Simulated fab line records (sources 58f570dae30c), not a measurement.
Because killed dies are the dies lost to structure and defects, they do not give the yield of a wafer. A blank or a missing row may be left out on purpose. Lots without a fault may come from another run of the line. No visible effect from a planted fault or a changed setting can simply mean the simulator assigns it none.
fab line records | flow berkeleyCmos170
[record] lots = 14 | wafers = 42 | lastDay = 13
route steps=331 shown NWELL@28 PSD@181 CONTACT@231 M1@247
lots untouched by any fault: they come from a run of this same line in which no faults occurred
startH: hours from the record's opening day to when the first of the lot's shown wafers began | waitH: hours since the lot's step before | " repeats the value in the row above | L1.1+2: several wafers, shown together as one row | - value missing, or start not given | * or withheld: withheld | < > ~ a bound
route shown NAME@n: NAME is a module with steps in the file, n the number in the route of the first one | usual: mean and standard deviation over wafers with no fault | same: alike in all rows | chamber/n: place in a boat | sites: each site's reading | _std_site: the values' standard deviation | _edge_site: inner sites' mean taken away from outer sites' mean | radiusMm: how far each site lies from the wafer's centre | mask NAME#n: copy n | behind: the last tool/chamber to shape the wafer | hold: reason for holding the lot/hours on hold/outcome of the hold | device: transistor that didn't switch, given as n, p or np | end of line: tests of these same wafers at the route's end | a step given without rows: its recipe and nothing more | killed: not the wafer's yield, but the dies lost to structure and defects at the first sort | map: dies across one wafer; x = killed, . = not, _ = none there
set.NAME: the setting the step ran with; set.NAME@STEP: the setting that earlier step ran with | model.NAME: the simulator's own value behind a step, which no gauge read
the route's steps for a sample of lots (tables are steps, rows are wafers)
services: when a tool's chamber went out of use (startH, in hours from the record's first day, below 0 if earlier), for how many hours, and the reason
[[steps]]
[step UCB170_NWELL_IMPLANT_14]
[recipe] species = P | doseCm2 = 1e+13 | energyKev = 150 | tiltDeg = 7
[usual] doseIonsCm2 = 1e+13/1.2e+10 | faradayCurrentUA = 31.7/0.65
lot.wafer | tool         | chamber | startH | waitH | doseIonsCm2 | faradayCurrentUA
L421.1    | implanter-04 | 0       | 34.75  | 0.1   | 1.0004e+13  | 31.1
L421.2    | "            | 0       | "      | "     | 9.994e+12   | 31.8
L421.6    | "            | 0       | "      | "     | 1e+13       | 31.9
L423.1    | implanter-03 | 0       | 43.47  | 0.1   | 1.0009e+13  | 32.2
L423.3    | "            | 0       | "      | "     | 9.992e+12   | 31.9
L423.5    | "            | 0       | "      | "     | 9.993e+12   | 31.7
L425.3    | implanter-04 | 0       | 48.14  | 0.1   | 9.998e+12   | 32.1
L425.4    | "            | 0       | "      | "     | 9.991e+12   | 31.3
L425.6    | "            | 0       | "      | "     | 9.996e+12   | 31.2
L429.1    | implanter-02 | 0       | 69.29  | 0.1   | 1.0003e+13  | 31.4
L429.3    | "            | 0       | "      | "     | 9.982e+12   | 32.5
L429.5    | "            | 0       | "      | "     | 1.0001e+13  | 31.2
L432.1    | implanter-04 | 0       | 87.03  | 0.1   | 1.4201e+13  | 46.4
L432.2    | "            | 0       | "      | "     | 1.419e+13   | 44.9
L432.3    | "            | 0       | "      | "     | 1.4196e+13  | 45.8
L433.2    | implanter-04 | 0       | 90.84  | 0.1   | 1.4206e+13  | 46.3
L433.4    | "            | 0       | "      | "     | 1.4218e+13  | 43.7
L433.6    | "            | 0       | "      | "     | 1.4201e+13  | 44.1
L435.1    | implanter-03 | 0       | 99.59  | 0.1   | 9.977e+12   | 31.9
L435.2    | "            | 0       | "      | "     | 9.973e+12   | 31.9
L435.4    | "            | 0       | "      | "     | 9.991e+12   | 31.1
L437.1    | implanter-02 | 0       | 111.44 | 0.1   | 1.0021e+13  | 31.6
L437.4    | "            | 0       | "      | "     | 1.0015e+13  | 31.6
L437.5    | "            | 0       | "      | "     | 1.0028e+13  | 32.8
L438.2    | implanter-03 | 0       | 117.28 | 0.1   | 1.0006e+13  | 30.5
L438.3    | "            | 0       | "      | "     | 9.996e+12   | 33.5
L438.5    | "            | 0       | "      | "     | 9.994e+12   | 31.3
L439.3    | implanter-03 | 0       | 120.83 | 0.1   | 1.0009e+13  | 31.5
L439.5    | "            | 0       | "      | "     | 1.0005e+13  | 31.4
L439.6    | "            | 0       | "      | "     | 1.0005e+13  | 31.7
L440.2    | implanter-03 | 0       | 126.34 | 0.1   | 9.981e+12   | 32.2
L440.4    | "            | 0       | "      | "     | 9.976e+12   | 30.7
L440.6    | "            | 0       | "      | "     | 9.967e+12   | 32.2
L442.1    | implanter-03 | 0       | 138.35 | 0.1   | 9.99e+12    | 32.5
L442.5    | "            | 0       | "      | "     | 1.0013e+13  | 31.0
L442.6    | "            | 0       | "      | "     | 1.0004e+13  | 32.0
L443.1    | implanter-02 | 0       | 146.36 | 0.1   | 1.0011e+13  | 31.6
L443.2    | "            | 0       | "      | "     | 9.994e+12   | 31.8
L443.5    | "            | 0       | "      | "     | 9.998e+12   | 31.5
L444.3    | implanter-03 | 0       | 147.86 | 0.1   | 1.0003e+13  | 31.7
L444.4    | "            | 0       | "      | "     | 1.0001e+13  | 31.9
L444.5    | "            | 0       | "      | "     | 9.99e+12    | 31.5
[step UCB170_NWELL_TW_MEAS_16]
[usual] NWELL_TW = 1243/12
lot.wafer | tool         | chamber | startH | waitH | NWELL_TW
L421.1    | filmMetro-01 | -       | 35.00  | 0.1   | 1235
L421.2    | "            | -       | "      | "     | 1232
L421.6    | "            | -       | "      | "     | 1231
L423.1    | filmMetro-03 | -       | 43.72  | 0.1   | 1250
L423.3    | "            | -       | "      | "     | 1256
L423.5    | "            | -       | "      | "     | 1248
L425.3    | filmMetro-01 | -       | 48.36  | 0.1   | 1238
L425.4    | "            | -       | "      | "     | 1234
L425.6    | "            | -       | "      | "     | 1235
L429.1    | filmMetro-03 | -       | 69.54  | 0.1   | 1236
L429.3    | "            | -       | "      | "     | 1246
L429.5    | "            | -       | "      | "     | 1237
L432.1    | filmMetro-01 | -       | 87.28  | 0.1   | 1375
L432.2    | "            | -       | "      | "     | 1371
L432.3    | "            | -       | "      | "     | 1375
L433.2    | filmMetro-03 | -       | 91.08  | 0.1   | 1395
L433.4    | "            | -       | "      | "     | 1388
L433.6    | "            | -       | "      | "     | 1391
L435.1    | filmMetro-03 | -       | 99.84  | 0.1   | 1251
L435.2    | "            | -       | "      | "     | 1239
L435.4    | "            | -       | "      | "     | 1241
L437.1    | filmMetro-04 | -       | 111.69 | 0.1   | 1262
L437.4    | "            | -       | "      | "     | 1255
L437.5    | "            | -       | "      | "     | 1260
L438.2    | filmMetro-01 | -       | 117.51 | 0.1   | 1224
L438.3    | "            | -       | "      | "     | 1235
L438.5    | "            | -       | "      | "     | 1224
L439.3    | filmMetro-03 | -       | 121.05 | 0.1   | 1245
L439.5    | "            | -       | "      | "     | 1248
L439.6    | "            | -       | "      | "     | 1251
L440.2    | filmMetro-01 | -       | 126.58 | 0.1   | 1239
L440.4    | "            | -       | "      | "     | 1239
L440.6    | "            | -       | "      | "     | 1244
L442.1    | filmMetro-01 | -       | 138.60 | 0.1   | 1245
L442.5    | "            | -       | "      | "     | 1248
L442.6    | "            | -       | "      | "     | 1243
L443.1    | filmMetro-03 | -       | 146.61 | 0.1   | 1243
L443.2    | "            | -       | "      | "     | 1244
L443.5    | "            | -       | "      | "     | 1240
L444.3    | filmMetro-04 | -       | 148.08 | 0.1   | 1251
L444.4    | "            | -       | "      | "     | 1251
L444.5    | "            | -       | "      | "     | 1253
[step UCB170_PSD_CD_MEAS_06]
[recipe] targetCdNm = 1200
[usual] cdNm = 1200.2/1.7
lot.wafer | tool     | chamber | startH | waitH | cdNm
L421.1    | cdSem-01 | -       | 133.47 | -     | 1201.7
L421.2    | "        | -       | "      | "     | 1200.8
L421.6    | "        | -       | "      | "     | 1201.6
L423.1    | cdSem-02 | -       | 140.56 | -     | 1200.2
L423.3    | "        | -       | "      | "     | 1200.5
L423.5    | "        | -       | "      | "     | 1199.4
L425.3    | cdSem-01 | -       | 153.48 | -     | 1199.2
L425.4    | "        | -       | "      | "     | 1197.7
L425.6    | "        | -       | "      | "     | 1198.6
L429.1    | cdSem-02 | -       | 178.13 | -     | 1198.4
L429.3    | "        | -       | "      | "     | 1198.4
L429.5    | "        | -       | "      | "     | 1199.0
L432.1    | cdSem-02 | -       | 188.67 | -     | 1200.0
L432.2    | "        | -       | "      | "     | 1199.8
L432.3    | "        | -       | "      | "     | 1199.0
L433.2    | cdSem-01 | -       | 189.00 | -     | 1201.5
L433.4    | "        | -       | "      | "     | 1201.1
L433.6    | "        | -       | "      | "     | 1200.5
L435.1    | cdSem-02 | -       | 206.22 | -     | 1201.6
L435.2    | "        | -       | "      | "     | 1201.4
L435.4    | "        | -       | "      | "     | 1201.0
L437.1    | cdSem-02 | -       | 216.19 | -     | 1199.7
L437.4    | "        | -       | "      | "     | 1200.3
L437.5    | "        | -       | "      | "     | 1199.9
L438.2    | cdSem-01 | -       | 229.17 | -     | 1198.7
L438.3    | "        | -       | "      | "     | 1200.5
L438.5    | "        | -       | "      | "     | 1200.3
L439.3    | cdSem-02 | -       | 229.47 | -     | 1199.1
L439.5    | "        | -       | "      | "     | 1199.6
L439.6    | "        | -       | "      | "     | 1199.3
L440.2    | cdSem-02 | -       | 238.38 | -     | 1201.9
L440.4    | "        | -       | "      | "     | 1203.5
L440.6    | "        | -       | "      | "     | 1204.3
L442.1    | cdSem-02 | -       | 246.41 | -     | 1200.3
L442.5    | "        | -       | "      | "     | 1201.7
L442.6    | "        | -       | "      | "     | 1200.5
L443.1    | cdSem-02 | -       | 258.88 | -     | 1196.8
L443.2    | "        | -       | "      | "     | 1197.5
L443.5    | "        | -       | "      | "     | 1196.9
L444.3    | cdSem-02 | -       | 267.86 | -     | 1200.8
L444.4    | "        | -       | "      | "     | 1200.1
L444.5    | "        | -       | "      | "     | 1201.3
[step UCB170_CONTACT_CD_MEAS_15]
[recipe] targetCdNm = 700
[usual] cdNm = 699.7/1.3
lot.wafer | tool     | chamber | startH | waitH | cdNm
L421.1    | cdSem-01 | -       | 144.06 | -     | 701.0
L421.2    | "        | -       | "      | "     | 700.4
L421.6    | "        | -       | "      | "     | 699.8
L423.1    | cdSem-02 | -       | 151.21 | -     | 700.4
L423.3    | "        | -       | "      | "     | 699.4
L423.5    | "        | -       | "      | "     | 700.3
L425.3    | cdSem-01 | -       | 162.53 | -     | 698.8
L425.4    | "        | -       | "      | "     | 699.5
L425.6    | "        | -       | "      | "     | 699.1
L429.1    | cdSem-02 | -       | 188.21 | -     | 701.2
L429.3    | "        | -       | "      | "     | 702.3
L429.5    | "        | -       | "      | "     | 700.8
L432.1    | cdSem-01 | -       | 196.60 | -     | 698.2
L432.2    | "        | -       | "      | "     | 699.0
L432.3    | "        | -       | "      | "     | 698.1
L433.2    | cdSem-02 | -       | 200.07 | -     | 698.0
L433.4    | "        | -       | "      | "     | 698.1
L433.6    | "        | -       | "      | "     | 699.0
L435.1    | cdSem-01 | -       | 216.20 | -     | 697.7
L435.2    | "        | -       | "      | "     | 697.5
L435.4    | "        | -       | "      | "     | 697.8
L437.1    | cdSem-02 | -       | 227.91 | -     | 700.2
L437.4    | "        | -       | "      | "     | 698.4
L437.5    | "        | -       | "      | "     | 699.6
L438.2    | cdSem-02 | -       | 237.28 | -     | 698.0
L438.3    | "        | -       | "      | "     | 699.9
L438.5    | "        | -       | "      | "     | 699.6
L439.3    | cdSem-02 | -       | 237.97 | -     | 699.3
L439.5    | "        | -       | "      | "     | 700.7
L439.6    | "        | -       | "      | "     | 700.4
L440.2    | cdSem-01 | -       | 247.08 | -     | 699.7
L440.4    | "        | -       | "      | "     | 700.8
L440.6    | "        | -       | "      | "     | 698.9
L442.1    | cdSem-01 | -       | 257.68 | -     | 702.3
L442.5    | "        | -       | "      | "     | 700.4
L442.6    | "        | -       | "      | "     | 701.4
L443.1    | cdSem-02 | -       | 267.00 | -     | 699.1
L443.2    | "        | -       | "      | "     | 698.9
L443.5    | "        | -       | "      | "     | 699.4
L444.3    | cdSem-02 | -       | 281.52 | -     | 702.9
L444.4    | "        | -       | "      | "     | 701.8
L444.5    | "        | -       | "      | "     | 701.9
[step UCB170_M1_CD_MEAS_09]
[recipe] targetCdNm = 700
[usual] cdNm = 700.3/1.4
lot.wafer | tool     | chamber | startH | waitH | cdNm
L421.1    | cdSem-01 | -       | 146.26 | -     | 698.5
L421.2    | "        | -       | "      | "     | 698.6
L421.6    | "        | -       | "      | "     | 698.2
L423.1    | cdSem-01 | -       | 153.93 | -     | 699.0
L423.3    | "        | -       | "      | "     | 699.1
L423.5    | "        | -       | "      | "     | 698.5
L425.3    | cdSem-01 | -       | 164.49 | -     | 701.8
L425.4    | "        | -       | "      | "     | 701.0
L425.6    | "        | -       | "      | "     | 702.1
L429.1    | cdSem-01 | -       | 190.16 | -     | 700.8
L429.3    | "        | -       | "      | "     | 701.5
L429.5    | "        | -       | "      | "     | 701.3
L432.1    | cdSem-01 | -       | 198.78 | -     | 698.9
L432.2    | "        | -       | "      | "     | 699.1
L432.3    | "        | -       | "      | "     | 698.3
L433.2    | cdSem-01 | -       | 202.43 | -     | 701.6
L433.4    | "        | -       | "      | "     | 702.8
L433.6    | "        | -       | "      | "     | 703.0
L435.1    | cdSem-02 | -       | 218.61 | -     | 701.1
L435.2    | "        | -       | "      | "     | 702.9
L435.4    | "        | -       | "      | "     | 702.5
L437.1    | cdSem-01 | -       | 229.84 | -     | 701.8
L437.4    | "        | -       | "      | "     | 701.4
L437.5    | "        | -       | "      | "     | 702.5
L438.2    | cdSem-01 | -       | 239.09 | -     | 701.0
L438.3    | "        | -       | "      | "     | 699.9
L438.5    | "        | -       | "      | "     | 701.1
L439.3    | cdSem-02 | -       | 239.98 | -     | 698.8
L439.5    | "        | -       | "      | "     | 698.8
L439.6    | "        | -       | "      | "     | 699.3
L440.2    | cdSem-02 | -       | 249.22 | -     | 698.0
L440.4    | "        | -       | "      | "     | 700.0
L440.6    | "        | -       | "      | "     | 700.2
L442.1    | cdSem-02 | -       | 259.71 | -     | 701.2
L442.5    | "        | -       | "      | "     | 701.3
L442.6    | "        | -       | "      | "     | 700.5
L443.1    | cdSem-01 | -       | 268.98 | -     | 701.0
L443.2    | "        | -       | "      | "     | 700.6
L443.5    | "        | -       | "      | "     | 701.1
L444.3    | cdSem-01 | -       | 283.48 | -     | 699.8
L444.4    | "        | -       | "      | "     | 699.7
L444.5    | "        | -       | "      | "     | 700.1
[[services]]
tool         | chamber | startH | hours | kind
implanter-03 | -       | 22.07  | 16.2  | pm
implanter-04 | -       | 54.12  | 0.8   | repair
implanter-04 | -       | 91.40  | 5.1   | pm
implanter-02 | -       | 147.00 | 0.8   | repair
[[key]]
[firstSign] step = UCB170_NWELL_IMPLANT_14 | reading = doseIonsCm2 | direction = up | sigmas = 99+ | usual = 1e+13 | struck = 1.4202e+13
[effect] step = UCB170_NWELL_IMPLANT_14 | reading = faradayCurrentUA | direction = up | sigmas = 21 | usual = 31.7 | struck = 45.2
[effect] step = UCB170_NWELL_TW_MEAS_16 | reading = NWELL_TW | direction = up | sigmas = 12 | usual = 1243 | struck = 1383
metAt UCB170_NWELL_IMPLANT_14
struckLots L432,L433
testerLeftOut L432,L433
notActingAt UCB170_PSD_CD_MEAS_06,UCB170_CONTACT_CD_MEAS_15,UCB170_M1_CD_MEAS_09
onsetBetween 48.14 87.03
[fault] kind = processParameterDrift | tool = implanter-04 | chamber = - | onsetH = 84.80 | steps = UCB170_NWELL_IMPLANT_14 | channel = doseCm2 | offset = 4.2e+12 | shape = step | endH = 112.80 | actsIn = theseRecipesOnly | stated = 1e+13
// testerLeftOut: of these lots the tester's yield and bins aren't shown, on N5 and GAA mostly nor the transistor test; their killed dies are dies lost to structure and defects alone, not to doping, threshold or leakage, so they don't give the yield
